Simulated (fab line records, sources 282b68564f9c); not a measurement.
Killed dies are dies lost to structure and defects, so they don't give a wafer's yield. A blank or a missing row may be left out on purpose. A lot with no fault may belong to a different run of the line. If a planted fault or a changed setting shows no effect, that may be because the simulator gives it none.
A single fault, viewed from 2 desks + flow rit cmos + what lay behind the numbers comes last; until then each desk has only its own

== DESK OF THE TOOL OWNER: pecvd-04 ==
The tool's own readings at RIT_CONTACT_CVD_00 (deposits SiO2 from TEOS, target thk 400 nm, time 61 s): means of the sampled wafers that have a number, for each lot that ran on this tool. Marked OUT: a lot whose mean sits more than 4 standard deviations from the usual mean, which makes it out of limits; the brackets give that distance.
Columns: A = heater power w at RIT_CONTACT_CVD_00, usual 286 W; B = rf fwd power W at RIT_CONTACT_CVD_00, usual 396.9 W; C = susceptor temp C at RIT_CONTACT_CVD_00, usual 389.99 C
| lot  | first seen here | A   | B     | C      |
|------|-----------------|-----|-------|--------|
| L760 | day 3 23:13     | 249 | 397.0 | 390.02 |
| L763 | day 4 14:22     | 220 | 397.0 | 389.95 |
| L771 | day 6 00:59     | 205 | 398.4 | 390.05 |
| L773 | day 6 13:33     | 252 | 396.7 | 389.93 |
This desk found nothing out of limits on any of the 4 lots.

== AT THE METROLOGY DESK ==
Means of the sampled wafers that have a number, per lot and without regard to the tool the lot ran on: this is what the gauges read. Marked OUT: a lot whose mean sits more than 4 standard deviations from the usual mean, which makes it out of limits; the brackets give that distance.
Columns: A = PSD_TW at RIT_PSD_TW_MEAS_10, usual 3448; B = CONTACT_TEOS_THK at RIT_CONTACT_THK_MEAS_01, usual 401 nm; C = M1_OVL at RIT_M1_OVL_MEAS_10, usual -0.1 nm
| lot  | first seen here | A    | B              | C    |
|------|-----------------|------|----------------|------|
| L758 | day 3 11:57     | 3435 | 407            | 0.2  |
| L759 | day 3 16:26     | 3444 | 397            | 1.5  |
| L760 | day 3 21:41     | 3420 | 399            | -0.1 |
| L761 | day 4 03:47     | 3459 | 397            | 1.1  |
| L762 | day 4 10:29     | 3463 | 398            | -0.7 |
| L763 | day 4 12:53     | 3471 | 401            | 1.7  |
| L771 | day 5 23:32     | 3439 | 489 (+18) OUT  | -0.3 |
| L773 | day 6 12:02     | 3439 | 442 (+8.3) OUT | -0.9 |
| L777 | day 7 02:40     | 3448 | 395            | 0.2  |
| L779 | day 7 16:37     | 3429 | 399            | 0.3  |
| L780 | day 7 23:20     | 3442 | 404            | 0.8  |
| L781 | day 8 06:27     | 3479 | 400            | 0.1  |
This desk reports L771, L773 out of limits; the earliest was L771 at day 6 01:04 (CONTACT_TEOS_THK at RIT_CONTACT_THK_MEAS_01). L758, L759, L760, L761, L762, L763, L777, L779, L780, L781 stayed within limits.

== TAKEN TOGETHER ==
An alarm was possible from the metrology desk at day 6 01:04, on L771, L773.
The desk of the tool owner found nothing out of limits.
The tool owner's desk has L771, L773 on record, within its limits.
All the named lots went through RIT_CONTACT_CVD_00 on pecvd-04.

== WHAT THE SIMULATOR HAD PUT IN ==
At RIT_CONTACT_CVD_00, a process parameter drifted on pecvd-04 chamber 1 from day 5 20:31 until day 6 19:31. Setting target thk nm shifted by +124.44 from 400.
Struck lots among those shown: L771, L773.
Hours from the fault's start to each desk's first reading out of limits: the metrology desk, 5.
